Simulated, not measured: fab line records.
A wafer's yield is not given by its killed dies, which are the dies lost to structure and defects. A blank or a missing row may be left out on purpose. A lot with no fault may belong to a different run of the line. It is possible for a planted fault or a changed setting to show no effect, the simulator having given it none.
fab line records    flow ritCmos
record lots=14  wafers=42  lastDay=7
route steps=202 shown ACTIVE@1 PRETRO@70 M1@188
lots untouched by any fault: they come from a run of this same line in which no faults occurred
startH: the number of hours between the record's first day and the start of the first shown wafer of the lot    waitH: hours since the lot's step before    " the same as in the row above    L1.1+2: a single row standing in for several wafers    - either no value or no given start    * or withheld: withheld    < > ~ a bound
route shown NAME@n: names a module that has steps shown in the file, with the first one's number in the route    usual: mean and standard deviation over wafers with no fault    same: alike in all rows    chamber/n: place in a boat    sites: each site's reading    _std_site: how widely they spread, as a standard deviation    _edge_site: outer sites' mean less inner sites'    radiusMm: for every site, how far away it sits from the centre of the wafer    mask NAME#n: copy n    behind: the last tool/chamber to shape the wafer    hold: reason for holding the lot/hours on hold/outcome of the hold    device: the n, p or np transistor that did not switch    end of line: the same wafers' tests at the end of the route    for a step that has no rows: nothing shown but its recipe    killed: not the wafer's yield, but the dies lost to structure and defects at the first sort    map: a wafer's dies, x killed, . not, _ none there
set.NAME: setting as actually run; set.NAME@STEP: the setting as run at that earlier step    model.NAME: the simulator's own value behind a step, which no gauge read
route steps across a sampled set of lots; one table per step, one row per wafer
## steps
# step RIT_ACTIVE_BOW_MEAS_00
# recipe mode=bow
# usual INCOMING_BOW=0/5.9
lot.wafer  tool          chamber  startH  waitH  INCOMING_BOW[um]
L144.4     filmMetro-04  -        10.06   -      -2
L144.5     "             -        "       "      -7
L144.6     "             -        "       "      -1
L145.2     filmMetro-04  -        15.02   -      0
L145.5     "             -        "       "      1
L145.6     "             -        "       "      -4
L146.2     filmMetro-03  -        20.02   -      1
L146.4     "             -        "       "      2
L146.5     "             -        "       "      2
L148.1     filmMetro-04  -        30.00   -      -9
L148.4     "             -        "       "      -6
L148.6     "             -        "       "      6
L149.1     filmMetro-03  -        35.00   -      3
L149.4     "             -        "       "      4
L149.6     "             -        "       "      6
L150.3     filmMetro-03  -        40.04   -      -2
L150.5     "             -        "       "      8
L150.6     "             -        "       "      5
L151.2     filmMetro-02  -        45.02   -      1
L151.3     "             -        "       "      7
L151.4     "             -        "       "      -4
L155.1     filmMetro-04  -        65.00   -      1
L155.4     "             -        "       "      2
L155.6     "             -        "       "      -3
L156.3     filmMetro-02  -        70.04   -      9
L156.4     "             -        "       "      -3
L156.5     "             -        "       "      2
L157.2     filmMetro-02  -        75.02   -      -4
L157.4     "             -        "       "      -8
L157.5     "             -        "       "      -17
L162.2     filmMetro-03  -        100.02  -      4
L162.4     "             -        "       "      -6
L162.5     "             -        "       "      -1
L165.2     filmMetro-04  -        115.02  -      1
L165.3     "             -        "       "      -8
L165.6     "             -        "       "      -6
L166.1     filmMetro-03  -        120.00  -      0
L166.2     "             -        "       "      0
L166.5     "             -        "       "      5
L167.1     filmMetro-03  -        125.00  -      5
L167.2     "             -        "       "      -8
L167.4     "             -        "       "      5
# step RIT_PRETRO_OVL_MEAS_06
# usual PRETRO_OVL=-0.1/1.4
lot.wafer  tool        chamber  startH  waitH  PRETRO_OVL[nm]
L144.4     overlay-02  -        30.81   -      1.6
L144.5     "           -        "       "      0.5
L144.6     "           -        "       "      1.5
L145.2     overlay-02  -        36.78   -      -1.3
L145.5     "           -        "       "      -2.0
L145.6     "           -        "       "      -0.1
L146.2     overlay-01  -        41.33   -      2.1
L146.4     "           -        "       "      1.9
L146.5     "           -        "       "      1.6
L148.1     overlay-01  -        52.41   -      1.1
L148.4     "           -        "       "      2.1
L148.6     "           -        "       "      1.2
L149.1     overlay-02  -        57.86   -      0.9
L149.4     "           -        "       "      -0.3
L149.6     "           -        "       "      1.3
L150.3     overlay-01  -        63.05   -      0.1
L150.5     "           -        "       "      0.8
L150.6     "           -        "       "      0.6
L151.2     overlay-01  -        66.04   -      -2.2
L151.3     "           -        "       "      0.1
L151.4     "           -        "       "      0.5
L155.1     overlay-01  -        88.69   -      -0.3
L155.4     "           -        "       "      -0.2
L155.6     "           -        "       "      0.9
L156.3     overlay-02  -        94.71   -      -2.1
L156.4     "           -        "       "      -2.9
L156.5     "           -        "       "      -3.5
L157.2     overlay-01  -        95.47   -      -1.5
L157.4     "           -        "       "      -1.6
L157.5     "           -        "       "      -0.6
L162.2     overlay-01  -        122.47  -      -0.5
L162.4     "           -        "       "      -0.1
L162.5     "           -        "       "      -0.5
L165.2     overlay-02  -        138.57  -      -0.1
L165.3     "           -        "       "      0.8
L165.6     "           -        "       "      -1.1
L166.1     overlay-01  -        144.56  -      -0.1
L166.2     "           -        "       "      1.2
L166.5     "           -        "       "      0.7
L167.1     overlay-01  -        149.40  -      0.1
L167.2     "           -        "       "      0.5
L167.4     "           -        "       "      3.1
# step RIT_M1_COAT_04
# recipe resist=NOVOLAK  spinRpm=2000  resistThkNm=1300
# usual chillPlateTempC=22.98/0.1  dispensePressureKPa=48.2/1.5
lot.wafer  tool           chamber  startH  waitH  chillPlateTempC  dispensePressureKPa
L144.4     lithoTrack-01  0        53.97   0.1    22.90            50.4
L144.5     "              0        "       "      22.86            50.4
L144.6     "              0        "       "      23.02            50.3
L145.2     lithoTrack-01  0        60.36   0.1    23.09            50.3
L145.5     "              0        "       "      22.97            50.3
L145.6     "              0        "       "      23.13            50.4
L146.2     lithoTrack-01  0        64.06   0.1    22.97            50.4
L146.4     "              0        "       "      23.14            50.3
L146.5     "              0        "       "      23.09            50.4
L148.1     lithoTrack-03  0        74.89   0.1    22.93            46.6
L148.4     "              0        "       "      22.93            46.6
L148.6     "              0        "       "      23.08            46.6
L149.1     lithoTrack-01  0        83.47   0.1    23.01            50.3
L149.4     "              0        "       "      23.07            50.4
L149.6     "              0        "       "      22.99            50.3
L150.3     lithoTrack-03  0        86.99   0.1    23.02            46.7
L150.5     "              0        "       "      22.85            46.7
L150.6     "              0        "       "      23.05            46.7
L151.2     lithoTrack-01  0        90.44   0.1    23.03            50.3
L151.3     "              0        "       "      22.84            50.3
L151.4     "              0        "       "      23.00            50.3
L155.1     lithoTrack-02  -        114.29  0.1    -                -
L155.4     "              -        "       "      -                -
L155.6     "              -        "       "      -                -
L156.3     lithoTrack-01  -        118.32  0.1    -                -
L156.4     "              -        "       "      -                -
L156.5     "              -        "       "      -                -
L157.2     lithoTrack-03  0        120.21  0.1    22.95            46.6
L157.4     "              0        "       "      22.84            46.7
L157.5     "              0        "       "      22.98            46.7
L162.2     lithoTrack-02  0        147.36  0.1    22.99            48.0
L162.4     "              0        "       "      22.93            48.0
L162.5     "              0        "       "      23.02            48.0
L165.2     lithoTrack-02  0        161.62  0.1    22.88            48.0
L165.3     "              0        "       "      22.95            48.0
L165.6     "              0        "       "      22.97            48.0
L166.1     lithoTrack-03  0        168.15  0.1    22.82            46.7
L166.2     "              0        "       "      22.86            46.7
L166.5     "              0        "       "      22.79            46.7
L167.1     lithoTrack-03  0        173.82  0.1    22.91            46.7
L167.2     "              0        "       "      23.03            46.7
L167.4     "              0        "       "      22.86            46.7
# step RIT_M1_CD_MEAS_09
# recipe targetCdNm=2600
# usual cdNm=2599.3/2.8
lot.wafer  tool      chamber  startH  waitH  cdNm
L144.4     cdSem-01  -        54.68   -      2598.0
L144.5     "         -        "       "      2598.4
L144.6     "         -        "       "      2596.8
L145.2     cdSem-01  -        61.21   -      2603.6
L145.5     "         -        "       "      2602.9
L145.6     "         -        "       "      2600.8
L146.2     cdSem-01  -        64.78   -      2598.6
L146.4     "         -        "       "      2602.3
L146.5     "         -        "       "      2600.9
L148.1     cdSem-01  -        75.74   -      2601.6
L148.4     "         -        "       "      2602.9
L148.6     "         -        "       "      2598.8
L149.1     cdSem-01  -        84.32   -      2603.7
L149.4     "         -        "       "      2604.5
L149.6     "         -        "       "      2602.6
L150.3     cdSem-02  -        87.71   -      2600.3
L150.5     "         -        "       "      2598.6
L150.6     "         -        "       "      2600.4
L151.2     cdSem-02  -        91.17   -      2603.0
L151.3     "         -        "       "      2601.0
L151.4     "         -        "       "      2600.0
L155.1     cdSem-02  -        115.24  -      -
L155.4     "         -        "       "      -
L155.6     "         -        "       "      -
L156.3     cdSem-02  -        119.17  -      -
L156.4     "         -        "       "      -
L156.5     "         -        "       "      -
L157.2     cdSem-02  -        120.94  -      2598.9
L157.4     "         -        "       "      2601.6
L157.5     "         -        "       "      2600.2
L162.2     cdSem-02  -        148.18  -      2593.6
L162.4     "         -        "       "      2593.7
L162.5     "         -        "       "      2593.8
L165.2     cdSem-02  -        162.54  -      2604.0
L165.3     "         -        "       "      2601.9
L165.6     "         -        "       "      2603.2
L166.1     cdSem-01  -        168.88  -      2601.7
L166.2     "         -        "       "      2599.8
L166.5     "         -        "       "      2600.7
L167.1     cdSem-01  -        174.55  -      2599.5
L167.2     "         -        "       "      2600.6
L167.4     "         -        "       "      2597.3
# step RIT_M1_BOW_MEAS_16
# recipe mode=bow
# usual M1_BOW=17/6.2
lot.wafer  tool          chamber  startH  waitH  M1_BOW[um]
L144.4     filmMetro-02  -        57.74   0.1    14
L144.5     "             -        "       "      8
L144.6     "             -        "       "      13
L145.2     filmMetro-02  -        64.48   0.0    21
L145.5     "             -        "       "      19
L145.6     "             -        "       "      15
L146.2     filmMetro-03  -        67.57   0.0    20
L146.4     "             -        "       "      20
L146.5     "             -        "       "      20
L148.1     filmMetro-03  -        78.46   0.0    6
L148.4     "             -        "       "      10
L148.6     "             -        "       "      22
L149.1     filmMetro-04  -        87.31   0.0    21
L149.4     "             -        "       "      21
L149.6     "             -        "       "      23
L150.3     filmMetro-03  -        90.55   0.0    18
L150.5     "             -        "       "      28
L150.6     "             -        "       "      26
L151.2     filmMetro-02  -        94.74   0.0    15
L151.3     "             -        "       "      20
L151.4     "             -        "       "      11
L155.1     filmMetro-02  -        118.55  0.0    16
L155.4     "             -        "       "      16
L155.6     "             -        "       "      11
L156.3     filmMetro-04  -        122.48  0.0    29
L156.4     "             -        "       "      16
L156.5     "             -        "       "      19
L157.2     filmMetro-03  -        124.29  0.0    13
L157.4     "             -        "       "      11
L157.5     "             -        "       "      0
L162.2     filmMetro-02  -        150.96  0.0    21
L162.4     "             -        "       "      12
L162.5     "             -        "       "      16
L165.2     filmMetro-04  -        165.35  0.0    19
L165.3     "             -        "       "      9
L165.6     "             -        "       "      11
L166.1     filmMetro-02  -        171.43  0.0    19
L166.2     "             -        "       "      20
L166.5     "             -        "       "      22
L167.1     filmMetro-02  -        177.50  0.0    23
L167.2     "             -        "       "      9
L167.4     "             -        "       "      24
# step RIT_M1_PROBE_99
# usual defectLimitedYield=97.3/1.1  killed_at_M0_to_M3=0.0/0.12  killedAtContacts=0.1/0.24  killedAtFrontEnd=7.1/3  killedDies=7.2/3  killedOnRim=1.9/1.4  killedOpen=3.7/2  killedShort=3.5/2  sort_bin_3_pad_short=0.1/0.2  sort_bin_5_function=1.6/0.73  sort_bin_6_memory=1.0/0.67  sortNPass=256.8/3  sortYieldPct=97.3/1.1
# same grossDies=264  killed_at_M4_up=0  killedAtBackSide=0  killedAtOther=0
lot.wafer  tool       chamber  startH  waitH  hold                   defectLimitedYield[%]  killed_at_M0_to_M3  killedAtContacts  killedAtFrontEnd  killedDies  killedOnRim  killedOpen  killedShort  sort_bin_3_pad_short[%]  sort_bin_5_function[%]  sort_bin_6_memory[%]  sortNPass  sortYieldPct[%]
L144.4     prober-01  -        57.95   0.2    -                      97.7                   0                   0                 6                 6           1            3           3            0                        1.5                     0.8                   258.0      97.7
L144.5     prober-01  -        58.00   0.2    -                      96.6                   0                   0                 9                 9           5            7           2            0                        2.3                     1.1                   255.0      96.6
L144.6     prober-01  -        58.05   0.2    -                      97.3                   0                   0                 7                 7           0            4           3            0                        2.7                     0                     257.0      97.3
L145.2     prober-02  -        64.63   0.1    -                      95.8                   0                   0                 11                11          4            6           5            0                        3.0                     1.1                   253.0      95.8
L145.5     prober-02  -        64.78   0.2    -                      97.0                   0                   0                 8                 8           2            4           4            0.4                      1.5                     1.1                   256.0      97.0
L145.6     prober-02  -        64.83   0.2    -                      96.2                   0                   0                 10                10          1            8           2            0                        3.0                     0.8                   254.0      96.2
L146.2     prober-01  -        67.72   0.1    -                      97.7                   0                   0                 6                 6           3            4           2            0                        1.9                     0.4                   258.0      97.7
L146.4     prober-01  -        67.82   0.2    -                      98.1                   0                   0                 5                 5           2            3           2            0.4                      0.8                     0.8                   259.0      98.1
L146.5     prober-01  -        67.87   0.2    -                      98.5                   0                   0                 4                 4           0            2           2            0                        1.5                     0                     260.0      98.5
L148.1     prober-01  -        78.58   0.1    -                      97.7                   0                   0                 6                 6           0            4           2            0.4                      0.8                     1.1                   258.0      97.7
L148.4     prober-01  -        78.73   0.2    -                      97.0                   0                   0                 8                 8           3            5           3            0                        1.9                     1.1                   256.0      97.0
L148.6     prober-01  -        78.83   0.2    -                      97.7                   0                   0                 6                 6           1            3           3            0                        1.5                     0.8                   258.0      97.7
L149.1     prober-02  -        87.43   0.1    -                      96.6                   0                   0                 9                 9           3            1           8            0                        2.3                     1.1                   255.0      96.6
L149.4     prober-02  -        87.58   0.2    -                      97.3                   0                   0                 7                 7           1            5           2            0                        1.9                     0.8                   257.0      97.3
L149.6     prober-02  -        87.68   0.2    -                      96.6                   0                   0                 9                 9           3            4           5            0                        2.7                     0.8                   255.0      96.6
L150.3     prober-01  -        90.73   0.2    -                      95.8                   0                   0                 11                11          4            7           4            0                        2.3                     1.9                   253.0      95.8
L150.5     prober-01  -        90.83   0.2    -                      98.9                   0                   0                 3                 3           1            2           1            0                        1.1                     0                     261.0      98.9
L150.6     prober-01  -        90.88   0.2    -                      96.2                   0                   1                 9                 10          1            9           1            0                        1.1                     2.7                   254.0      96.2
L151.2     prober-02  -        94.89   0.1    -                      97.3                   0                   0                 7                 7           1            1           6            0                        1.1                     1.5                   257.0      97.3
L151.3     prober-02  -        94.94   0.2    -                      99.6                   0                   0                 1                 1           1            0           1            0                        0                       0.4                   263.0      99.6
L151.4     prober-02  -        94.99   0.2    -                      98.1                   0                   0                 5                 5           0            2           3            0                        1.5                     0.4                   259.0      98.1
L155.1     prober-02  -        118.67  0.1    awaitDispo/3.5h/scrap  0                      261                 0                 3                 264         70           2           1            0                        99.6                    0.4                   0          0
L155.4     prober-02  -        118.82  0.2    awaitDispo/3.5h/scrap  0                      257                 0                 7                 264         70           3           4            0                        98.9                    1.1                   0          0
L155.6     prober-02  -        118.92  0.2    awaitDispo/3.5h/scrap  0                      257                 0                 7                 264         70           4           3            0                        98.5                    1.5                   0          0
L156.3     prober-01  -        122.66  0.2    awaitDispo/1.9h/scrap  0                      250                 0                 14                264         70           6           8            0.4                      97.7                    1.9                   0          0
L156.4     prober-01  -        122.71  0.2    awaitDispo/1.9h/scrap  0                      260                 0                 4                 264         70           0           3            0                        99.6                    0.4                   0          0
L156.5     prober-01  -        122.76  0.2    awaitDispo/1.9h/scrap  0                      259                 0                 5                 264         70           4           1            0                        98.9                    1.1                   0          0
L157.2     prober-02  -        124.44  0.1    -                      97.7                   0                   0                 6                 6           0            2           4            0                        1.9                     0.4                   258.0      97.7
L157.4     prober-02  -        124.54  0.2    -                      96.2                   0                   0                 10                10          2            5           5            0.4                      2.3                     1.1                   254.0      96.2
L157.5     prober-02  -        124.59  0.2    -                      97.7                   0                   0                 6                 6           0            3           3            0.4                      1.1                     0.8                   258.0      97.7
L162.2     prober-01  -        151.11  0.1    -                      98.9                   0                   0                 3                 3           2            3           0            0                        1.1                     0                     261.0      98.9
L162.4     prober-01  -        151.21  0.2    -                      96.6                   0                   0                 9                 9           2            4           5            0                        2.3                     1.1                   255.0      96.6
L162.5     prober-01  -        151.26  0.2    -                      98.1                   0                   0                 5                 5           2            4           1            0                        1.5                     0.4                   259.0      98.1
L165.2     prober-02  -        165.50  0.1    -                      97.0                   0                   0                 8                 8           1            6           2            0                        1.1                     1.9                   256.0      97.0
L165.3     prober-02  -        165.55  0.2    -                      96.6                   1                   0                 8                 9           3            5           4            0                        0.4                     3.0                   255.0      96.6
L165.6     prober-02  -        165.70  0.2    -                      97.3                   0                   0                 7                 7           1            2           5            0                        1.9                     0.8                   257.0      97.3
L166.1     prober-01  -        171.55  0.1    -                      97.3                   1                   0                 6                 7           2            4           3            0                        1.5                     1.1                   257.0      97.3
L166.2     prober-01  -        171.60  0.1    -                      96.6                   0                   0                 9                 9           2            6           3            0                        1.9                     1.5                   255.0      96.6
L166.5     prober-01  -        171.75  0.2    -                      97.3                   0                   0                 7                 7           2            5           2            0                        1.9                     0.8                   257.0      97.3
L167.1     prober-02  -        177.62  0.1    -                      95.8                   0                   0                 11                11          2            4           7            0.4                      1.9                     1.9                   253.0      95.8
L167.2     prober-02  -        177.67  0.1    -                      95.8                   0                   1                 10                11          3            7           4            0.4                      2.7                     1.1                   253.0      95.8
L167.4     prober-02  -        177.77  0.2    -                      97.7                   0                   0                 6                 6           4            2           4            0                        1.1                     1.1                   258.0      97.7
# killed by level:class
L144.4 GATE:geometricParticle:open=2 FOX1:geometricParticle:short=1 FOX2:geometricParticle:open=1 GATE:geometricParticle:short=1 REOX:geometricParticle:short=1
L144.5 GATE:geometricParticle:open=4 FOX2:geometricParticle:open=3 REOX:geometricParticle:short=1 SPACER:geometricParticle:short=1
L144.6 FOX1:geometricParticle:open=2 FOX2:geometricParticle:open=1 REOX:geometricParticle:short=1 REOX:geometricParticle:open=1 SPACER:geometricParticle:short=1 SILICIDE:geometricParticle:short=1
L145.2 GATE:geometricParticle:short=3 GATE:geometricParticle:open=3 FOX1:geometricParticle:open=2 FOX1:geometricParticle:short=2 SPACER:geometricParticle:open=1
L145.5 GATE:geometricParticle:short=2 FOX1:geometricParticle:short=1 FOX1:geometricParticle:open=1 GATE:geometricParticle:open=1 REOX:geometricParticle:open=1 SPACER:geometricParticle:open=1 SILICIDE:geometricParticle:short=1
L145.6 GATE:geometricParticle:open=3 FOX1:geometricParticle:open=2 SPACER:geometricParticle:open=2 FOX1:geometricParticle:short=1 FOX2:geometricParticle:open=1 SPACER:geometricParticle:short=1
L146.2 GATE:geometricParticle:open=2 FOX2:geometricParticle:open=1 SPACER:geometricParticle:short=1 SILICIDE:geometricParticle:open=1 SILICIDE:geometricParticle:short=1
L146.4 GATE:geometricParticle:open=2 FOX2:geometricParticle:short=1 SPACER:geometricParticle:open=1 SILICIDE:geometricParticle:short=1
L146.5 GATE:geometricParticle:open=2 FOX1:geometricParticle:short=1 GATE:geometricParticle:short=1
L148.1 GATE:geometricParticle:short=2 GATE:geometricParticle:open=2 SILICIDE:geometricParticle:open=2
L148.4 GATE:geometricParticle:open=4 GATE:geometricParticle:short=3 REOX:geometricParticle:open=1
L148.6 GATE:geometricParticle:short=3 FOX1:geometricParticle:open=1 GATE:geometricParticle:open=1 SPACER:geometricParticle:open=1
L149.1 GATE:geometricParticle:short=4 SPACER:geometricParticle:short=2 FOX2:geometricParticle:short=1 SILICIDE:geometricParticle:short=1 SILICIDE:geometricParticle:open=1
L149.4 SPACER:geometricParticle:open=4 GATE:geometricParticle:short=2 FOX2:geometricParticle:open=1
L149.6 GATE:geometricParticle:short=3 GATE:geometricParticle:open=2 FOX1:geometricParticle:short=1 REOX:geometricParticle:open=1 SPACER:geometricParticle:short=1 SPACER:geometricParticle:open=1
L150.3 FOX1:geometricParticle:open=2 GATE:geometricParticle:open=2 SPACER:geometricParticle:open=2 SPACER:geometricParticle:short=2 GATE:geometricParticle:short=1 REOX:geometricParticle:open=1 SILICIDE:geometricParticle:short=1
L150.5 GATE:geometricParticle:open=1 SPACER:geometricParticle:open=1 SILICIDE:geometricParticle:short=1
L150.6 FOX1:geometricParticle:open=3 FOX2:geometricParticle:open=2 GATE:geometricParticle:open=2 GATE:geometricParticle:short=1 SPACER:geometricParticle:open=1 CONTACT:geometricParticle:open=1
L151.2 FOX2:geometricParticle:short=2 GATE:geometricParticle:short=2 GATE:geometricParticle:open=1 REOX:geometricParticle:short=1 SILICIDE:geometricParticle:short=1
L151.3 FOX1:geometricParticle:short=1
L151.4 GATE:geometricParticle:short=2 FOX1:geometricParticle:open=1 FOX2:geometricParticle:short=1 GATE:geometricParticle:open=1
L155.1 M1:areaExpose=261 SPACER:geometricParticle:open=2 SILICIDE:geometricParticle:short=1
L155.4 M1:areaExpose=257 REOX:geometricParticle:open=2 FOX1:geometricParticle:open=1 FOX1:geometricParticle:short=1 GATE:geometricParticle:short=1 REOX:geometricParticle:short=1 SPACER:geometricParticle:short=1
L155.6 M1:areaExpose=257 GATE:geometricParticle:short=2 SILICIDE:geometricParticle:open=2 FOX2:geometricParticle:open=1 GATE:geometricParticle:open=1 SPACER:geometricParticle:short=1
L156.3 M1:areaExpose=250 GATE:geometricParticle:open=5 SILICIDE:geometricParticle:short=3 FOX2:geometricParticle:short=2 REOX:geometricParticle:short=2 FOX2:geometricParticle:open=1 GATE:geometricParticle:short=1
L156.4 M1:areaExpose=260 FOX1:geometricParticle:short=1 GATE:geometricParticle:short=1 SPACER:geometricParticle:short=1 NLDD:coatMicrobubblePrinted=1
L156.5 M1:areaExpose=259 GATE:geometricParticle:open=2 SILICIDE:geometricParticle:open=1 SILICIDE:geometricParticle:short=1 STARTING-WAFER:geometricParticle:open=1
L157.2 GATE:geometricParticle:short=2 SPACER:geometricParticle:short=2 GATE:geometricParticle:open=1 SILICIDE:geometricParticle:open=1
L157.4 REOX:geometricParticle:short=3 GATE:geometricParticle:short=2 REOX:geometricParticle:open=2 FOX1:geometricParticle:open=1 FOX2:geometricParticle:open=1 GATE:geometricParticle:open=1
L157.5 GATE:geometricParticle:open=2 FOX1:geometricParticle:short=1 GATE:geometricParticle:short=1 REOX:geometricParticle:short=1 SILICIDE:geometricParticle:open=1
L162.2 SILICIDE:geometricParticle:open=2 GATE:geometricParticle:open=1
L162.4 GATE:geometricParticle:open=3 REOX:geometricParticle:short=2 GATE:geometricParticle:short=1 REOX:geometricParticle:open=1 SPACER:geometricParticle:short=1 SILICIDE:geometricParticle:short=1
L162.5 FOX2:geometricParticle:open=1 GATE:geometricParticle:open=1 SPACER:geometricParticle:open=1 SPACER:geometricParticle:short=1 SILICIDE:geometricParticle:open=1
L165.2 GATE:geometricParticle:open=3 FOX1:geometricParticle:short=1 GATE:geometricParticle:short=1 REOX:geometricParticle:open=1 SPACER:geometricParticle:open=1 SILICIDE:geometricParticle:open=1
L165.3 GATE:geometricParticle:open=2 REOX:geometricParticle:open=2 REOX:geometricParticle:short=2 FOX1:geometricParticle:short=1 SPACER:geometricParticle:short=1 M1:geometricParticle:open=1
L165.6 FOX1:geometricParticle:short=2 REOX:geometricParticle:short=2 FOX2:geometricParticle:open=1 GATE:geometricParticle:short=1 REOX:geometricParticle:open=1
L166.1 SILICIDE:geometricParticle:open=2 GATE:geometricParticle:short=1 GATE:geometricParticle:open=1 SPACER:geometricParticle:short=1 SPACER:geometricParticle:open=1 M1:geometricParticle:short=1
L166.2 GATE:geometricParticle:open=4 GATE:geometricParticle:short=2 REOX:geometricParticle:short=1 REOX:geometricParticle:open=1 SILICIDE:geometricParticle:open=1
L166.5 GATE:geometricParticle:open=4 GATE:geometricParticle:short=1 SPACER:geometricParticle:short=1 SILICIDE:geometricParticle:open=1
L167.1 GATE:geometricParticle:open=3 GATE:geometricParticle:short=3 FOX1:geometricParticle:open=1 FOX2:geometricParticle:short=1 REOX:geometricParticle:short=1 SPACER:geometricParticle:short=1 SILICIDE:geometricParticle:short=1
L167.2 GATE:geometricParticle:open=3 FOX2:geometricParticle:short=2 FOX1:geometricParticle:open=1 FOX2:geometricParticle:open=1 GATE:geometricParticle:short=1 SPACER:geometricParticle:short=1 SILICIDE:geometricParticle:open=1 CONTACT:geometricParticle:open=1
L167.4 FOX2:geometricParticle:short=2 GATE:geometricParticle:open=2 REOX:geometricParticle:short=1 SILICIDE:geometricParticle:short=1
## key
firstSign step=RIT_M1_COAT_04  reading=toolRecord  direction=missing
effect step=RIT_M1_CD_MEAS_09  reading=cdNm  direction=missing
effect step=RIT_M1_PROBE_99  reading=killed_at_M0_to_M3  direction=up  sigmas=99+  usual=0.0  struck=257.3
moreKillsBornAt RIT_M1_EXPOSE_06@ilineStepper-01=775  RIT_M1_EXPOSE_06@ilineStepper-02=769
metAt RIT_M1_COAT_04
struckLots L155,L156
laterRowsLeftOut L155.1,L155.4,L155.6,L156.3,L156.4,L156.5
notActingAt RIT_ACTIVE_BOW_MEAS_00,RIT_PRETRO_OVL_MEAS_06,RIT_M1_BOW_MEAS_16
onsetBetween 90.44 114.29
fault kind=skippedStepWhole  tool=lithoTrack-01,lithoTrack-02  chamber=-  onsetH=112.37  steps=RIT_M1_COAT_04  scope=struckLotsOnly
# laterRowsLeftOut: the simulator's readings of these wafers behind a module that went badly wrong aren't trusted and aren't shown, but for the sort
